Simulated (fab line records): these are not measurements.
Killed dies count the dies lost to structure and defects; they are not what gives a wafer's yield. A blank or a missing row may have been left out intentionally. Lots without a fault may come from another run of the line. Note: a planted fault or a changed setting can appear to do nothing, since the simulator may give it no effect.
Commonality check across tools / flow berkeleyCmos170 / 10 lots, 42 wafers sampled

== WHY THIS WAS OPENED ==
4 of 10 lots carry a flag on the reading PVT_OVL at UCB170_PVT_OVL_MEAS_06. Wafers without a fault read -5 nm, standard deviation 5.7.
Rule: a lot is flagged in two cases, either no wafer of it has a number, or all its wafers with numbers fall more than 4 standard deviations from that mean. The other lots count as sound.

lot=L111; measured=day 5 15:13; on=overlay-01; PVT_OVL (nm), wafer by wafer=-12 -3 -4; flag=
lot=L112; measured=day 5 15:19; on=overlay-02; PVT_OVL (nm), wafer by wafer=-10 -9 -12; flag=
lot=L113; measured=day 5 22:05; on=overlay-02; PVT_OVL (nm), wafer by wafer=2 2 -1; flag=
lot=L114; measured=day 6 02:34; on=overlay-02; PVT_OVL (nm), wafer by wafer=915 906 916 912 905 913; flag=FLAGGED
lot=L116; measured=day 6 13:45; on=overlay-02; PVT_OVL (nm), wafer by wafer=912 904 905 910 902 903; flag=FLAGGED
lot=L115; measured=day 6 14:17; on=overlay-01; PVT_OVL (nm), wafer by wafer=915 909 918 913 908 916; flag=FLAGGED
lot=L117; measured=day 6 18:35; on=overlay-01; PVT_OVL (nm), wafer by wafer=902 911 907 900 907 906; flag=FLAGGED
lot=L131; measured=day 9 20:58; on=overlay-02; PVT_OVL (nm), wafer by wafer=-13 -4 -6; flag=
lot=L130; measured=day 9 21:05; on=overlay-01; PVT_OVL (nm), wafer by wafer=-9 -15 -14; flag=
lot=L132; measured=day 10 01:44; on=overlay-01; PVT_OVL (nm), wafer by wafer=-8 -2 -1; flag=
On average the flagged lots read 909 nm, which is +914 nm against the usual, or +99 or more standard deviations.

== EACH LOT AND THE TOOL IT RAN ON ==
The record holds 1 process step before the reading, out of a route of 331 steps. Every cell lists first the tool, next ch and the chambers used by the sampled wafers, and last the start.
lot=L111; flag=; UCB170_PVT_EXPOSE_03=krfScanner-02 ch 0, day 5 14:34
lot=L112; flag=; UCB170_PVT_EXPOSE_03=krfScanner-02 ch 0, day 5 14:44
lot=L113; flag=; UCB170_PVT_EXPOSE_03=krfScanner-02 ch 0, day 5 21:41
lot=L114; flag=FLAGGED; UCB170_PVT_EXPOSE_03=krfScanner-02 ch 0, day 6 02:10
lot=L116; flag=FLAGGED; UCB170_PVT_EXPOSE_03=krfScanner-02 ch 0, day 6 12:46
lot=L115; flag=FLAGGED; UCB170_PVT_EXPOSE_03=krfScanner-02 ch 0, day 6 13:11
lot=L117; flag=FLAGGED; UCB170_PVT_EXPOSE_03=krfScanner-02 ch 0, day 6 18:12
lot=L131; flag=; UCB170_PVT_EXPOSE_03=krfScanner-01 ch 0, day 9 20:35
lot=L130; flag=; UCB170_PVT_EXPOSE_03=krfScanner-01 ch 0, day 9 20:41
lot=L132; flag=; UCB170_PVT_EXPOSE_03=krfScanner-01 ch 0, day 10 01:08
What the steps here do:
- UCB170_PVT_EXPOSE_03: exposes mask NWELL, target cd 3000 nm.
- UCB170_PVT_OVL_MEAS_06

== FLAGGED AGAINST TOTAL, ONE TOOL AT A TIME (gauges that did the reading follow at the end) ==
step=UCB170_PVT_EXPOSE_03; tool=krfScanner-01; lots run=3; flagged=0; share of the flagged lots=none; sound lots run after its first flagged lot=-
step=UCB170_PVT_EXPOSE_03; tool=krfScanner-02; lots run=7; flagged=4; share of the flagged lots=all; sound lots run after its first flagged lot=0
step=UCB170_PVT_OVL_MEAS_06; tool=overlay-01; lots run=5; flagged=2; share of the flagged lots=some; sound lots run after its first flagged lot=2 (L130,L132)
step=UCB170_PVT_OVL_MEAS_06; tool=overlay-02; lots run=5; flagged=2; share of the flagged lots=some; sound lots run after its first flagged lot=1 (L131)

== WHAT THE TABLE ALLOWS ==
1 row of the table ran every flagged lot: krfScanner-02 at UCB170_PVT_EXPOSE_03.
- krfScanner-02 at UCB170_PVT_EXPOSE_03 ran 7 lots, 4 of them flagged. A fault beginning between L113 (day 5 21:41), its last sound lot, and L114 (day 6 02:10), its first flagged one, fits the data.
Left over: one tool, krfScanner-02 at UCB170_PVT_EXPOSE_03.

== WHAT THE SIMULATOR PUT IN ==
Scanner matching overlay: krfScanner-02, from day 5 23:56 on, at UCB170_PVT_EXPOSE_03. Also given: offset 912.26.
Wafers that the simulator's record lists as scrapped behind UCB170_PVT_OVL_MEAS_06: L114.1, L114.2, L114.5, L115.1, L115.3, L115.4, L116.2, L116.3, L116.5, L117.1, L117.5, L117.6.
Shown lots that were struck: L114, L116, L115, L117. Same finding as the rule above.
